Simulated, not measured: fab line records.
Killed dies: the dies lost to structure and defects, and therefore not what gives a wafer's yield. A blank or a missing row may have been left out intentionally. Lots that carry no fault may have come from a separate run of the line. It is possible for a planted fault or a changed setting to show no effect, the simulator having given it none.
Code-filled problem report in 8D (eight disciplines) form ; flow berkeley cmos170 ; the parts of the form that need people (team, actions taken, sign-off) are left out

## 1. THE ISSUE
At UCB170_CONTACT_DEVELOP_14, developer temp C averages 21.85 C over 6 wafers from 2 lots, while fault-free wafers read 20.98 C, standard deviation 0.099. Relative to the usual mean, that is a shift of +8.8 standard deviations.
The step: develop time 45 s.
The first sign was on wafer L477.1 at day 11 08:00, on litho track-02. The record has a number at this step for 42 wafers belonging to 14 lots. Rule for "out", or "out of limits": more than 4 standard deviations from the usual mean. All remaining wafers that have a number are taken as sound.

## 2. WHAT IT IS AND WHAT IT IS NOT
question;is;is not
which readings at this step;developer temp C;-
which lots;L477, L479;L457, L459, L460, L463, L464, L465, L466, L467, L468, L469, L471, L472
which wafers of those lots;all that have a number;-
read on which tools;litho track-02;litho track-03, litho track-04
when;from day 11 08:00;up to then (36 sound wafers)

## 3. SUSPECTS, AND WHAT RULES EACH OUT
Counting: a tool stays on the suspect list if, at a process step up to the reading, it processed all lots that are out and no sound lot following the first of them.
- litho track-02 at UCB170_CONTACT_DEVELOP_14 (develop time 45 s): kept. All lots that are out passed through it, beginning with L477 at day 11 08:00, and no sound lot followed; its final sound lot before that point was L471 at day 10 05:00. Its own readings are out on those wafers: developer temp C.
After counting, what remains is litho track-02 at UCB170_CONTACT_DEVELOP_14.

## 4. THE CAUSE (what the simulator had put in)
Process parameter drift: litho track-02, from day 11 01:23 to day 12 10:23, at UCB170_CONTACT_DEVELOP_14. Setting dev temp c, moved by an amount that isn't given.
Only this tool survived the counting.

## 5. THE CHAIN OF EFFECTS, in route order
Rows list readings where the struck wafers' mean (over those with a number) sits beyond 3 standard deviations from the usual. Scope: only readings with a usual standard deviation given in the record; hours: median across lots of the time from each lot's start at the first step in this table that gives one to its start at this step; sigmas: change in usual standard deviations.
hours;step;reading;usual;on struck wafers;change;sigmas
0;UCB170_CONTACT_DEVELOP_14;developer temp C;20.98 C;21.85;+0.87;+8.8
Process steps it contains:
- UCB170_CONTACT_DEVELOP_14: develop time 45 s.

## 6. WHAT WOULD HAVE CAUGHT IT SOONER
7 hours passed between the start of the fault at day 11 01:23 and the first reading out of limits in this record, taken at day 11 08:00.
